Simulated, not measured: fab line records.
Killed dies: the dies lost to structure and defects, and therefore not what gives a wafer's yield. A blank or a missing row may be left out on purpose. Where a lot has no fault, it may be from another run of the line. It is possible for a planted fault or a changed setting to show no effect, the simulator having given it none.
Struck lot and sound lot, side by side :: flow rit cmos :: 23 steps out of a route of 202
Sound: the wafers L975.1, L975.3, L975.5. The struck wafers were L991.1, L991.2, L991.4. The cause comes at the end.
Per side, at each step with rows, come the tool, then ch with its chambers, and then its first start. Under that, the readings that differ: sound wafers :: struck wafers :: difference of the means :: sigmas: that difference in standard deviations of wafers without a fault.
alike: words and numbers the same on both sides, and readings whose means are apart by under 2 such deviations; not compared: readings that were withheld, readings missing a value for some wafer, numbers with overlapping values and no deviation given by the record, and bounds like >300 which may hide the same value.
The two part at a step that has a row with sigmas, a row that says differs or no value, or rows on one side only. When numbers do not overlap yet have no deviation, they are printed without sigmas and do not part them. A reading missing from all wafers of one side parts the sides only when that side holds two or more wafers.

RIT_SDANNEAL_RS_MEAS_06: the measuring method here is four-point-probe.
  sound: film metro-02 at day 3 11:31; struck: film metro-02 at day 6 20:59
  alike: PLDD_RS
RIT_SDANNEAL_RS_MEAS_07: the measuring method here is four-point-probe.
  sound: film metro-02 at day 3 11:38; struck: film metro-02 at day 6 21:07
  alike: NLDD_RS
then, 1 step without rows for these wafers: RIT_SILICIDE_WET_ETCH_00 (etches SiO2 in BOE, target depth 14 nm, time 15 s).
RIT_SILICIDE_SPUTTER_01: material Ti, target thk 30 nm, time 240 s.
  sound: pvd sputter-04 at day 3 11:46; struck: pvd sputter-04 at day 6 21:14
  alike: throttle valve pct
RIT_SILICIDE_RS_MEAS_02: the measuring method here is four-point-probe.
  sound: film metro-01 at day 3 11:55; struck: film metro-01 at day 6 21:23
  alike: SILICIDE_TI_RS
RIT_SILICIDE_THK_MEAS_03: measures by xrf.
  sound: film metro-01 at day 3 12:02; struck: film metro-01 at day 6 21:31
  alike: SILICIDE_TI_THK
RIT_SILICIDE_RTA_04: time 10 s, ramp up 5 s, ramp down 5 s.
  sound on rtp anneal-02 ch 0, day 3 12:05; struck on rtp anneal-02 ch 0, day 6 21:34
  alike: anneal temp c max, wafer_temp_C_max
then, 1 step without rows for these wafers: RIT_SILICIDE_WET_ETCH_05 (etches Ti in SPM, time 120 s).
RIT_SILICIDE_RTA_06: time 10 s, ramp up 5 s, ramp down 10 s.
  sound on rtp anneal-01 ch 0, day 3 12:12; struck on rtp anneal-01 ch 0, day 6 21:41
  alike: anneal temp c max, wafer_temp_C_max
RIT_CONTACT_CVD_00: deposits SiO2 from TEOS, target thk 400 nm, time 58.18 s.
  sound on pecvd-03 ch 0,1,2, day 3 12:16; struck on pecvd-02 ch 0,1, day 6 21:45
  alike: heater power w
RIT_CONTACT_THK_MEAS_01:
  sound: film metro-01 at day 3 12:19; struck: film metro-02 at day 6 21:48
  alike: CONTACT_TEOS_THK
then, 1 step without rows for these wafers: RIT_CONTACT_HMDS_02 (prime time 60 s).
RIT_CONTACT_COAT_03: resist thk 1000 nm.
  sound on litho track-02 ch 0, day 3 12:32; struck on litho track-03 ch 0, day 6 22:01
reading: spin speed rpm (rpm)
sound: 3250.0 3248.6 3250.1
struck: 3328.8 3324.4 3328.3
difference: +77.6
sigmas: +34

reading: model.NOVOLAK_of_CONTACT_COAT_03.thk nm (nm)
sound: 1000 999.7 1001
struck: 987.1 984.3 987.4
difference: -14.0
sigmas: 
then, 4 steps without rows for these wafers: RIT_CONTACT_SOFTBAKE_04 (time 60 s); RIT_CONTACT_EXPOSE_05 (exposes mask M11, target cd 1000 nm); RIT_CONTACT_PEB_06; RIT_CONTACT_DEVELOP_07 (develop time 120 s).
RIT_CONTACT_CD_MEAS_08: the cd target is 1000 nm.
  sound: cd sem-02 at day 3 13:21; struck: cd sem-01 at day 6 22:49
  alike: cd nm
RIT_CONTACT_OVL_MEAS_09:
  sound: overlay-01 at day 3 13:28; struck: overlay-01 at day 6 22:56
  alike: CONTACT_OVL
then, 1 step without rows for these wafers: RIT_CONTACT_HARDBAKE_10 (time 60 s).
RIT_CONTACT_ETCH_11: etches SiO2 in CHF3/CF4/Ar, stops on TiSi2, target depth 480 nm, time 320 s.
  sound on rie diel-04 ch 0,2, day 3 13:39; struck on rie diel-04 ch 0,1, day 6 23:09
reading: model.NOVOLAK_of_CONTACT_COAT_03.thk nm (nm)
sound: 772.3 769.6 773.6
struck: 761.1 756.6 759.2
difference: -12.9
sigmas: 
  alike: drypump motor current A, mfc ar sccm, oes product au, throttle valve pct
  not compared: rf hours counter h
RIT_CONTACT_STRIP_12: strips in O2, time 180 s.
  sound on plasma asher-03 ch 0,1, day 3 13:51; struck on plasma asher-03 ch 0,1, day 6 23:20
  alike: drypump motor current A, o2 flow sccm
  not compared: rf hours counter h
after that, 1 step had no rows for these wafers: RIT_M1_PROBE_99.

WHERE THEY PART
Only at RIT_CONTACT_COAT_03, within this record. Later steps at which nothing parts them and some readings are alike: RIT_CONTACT_CD_MEAS_08, RIT_CONTACT_OVL_MEAS_09, RIT_CONTACT_ETCH_11, RIT_CONTACT_STRIP_12.

WHY: what the simulator had put in
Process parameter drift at RIT_CONTACT_COAT_03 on litho track-03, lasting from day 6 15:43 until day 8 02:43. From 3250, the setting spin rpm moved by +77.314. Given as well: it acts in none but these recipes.
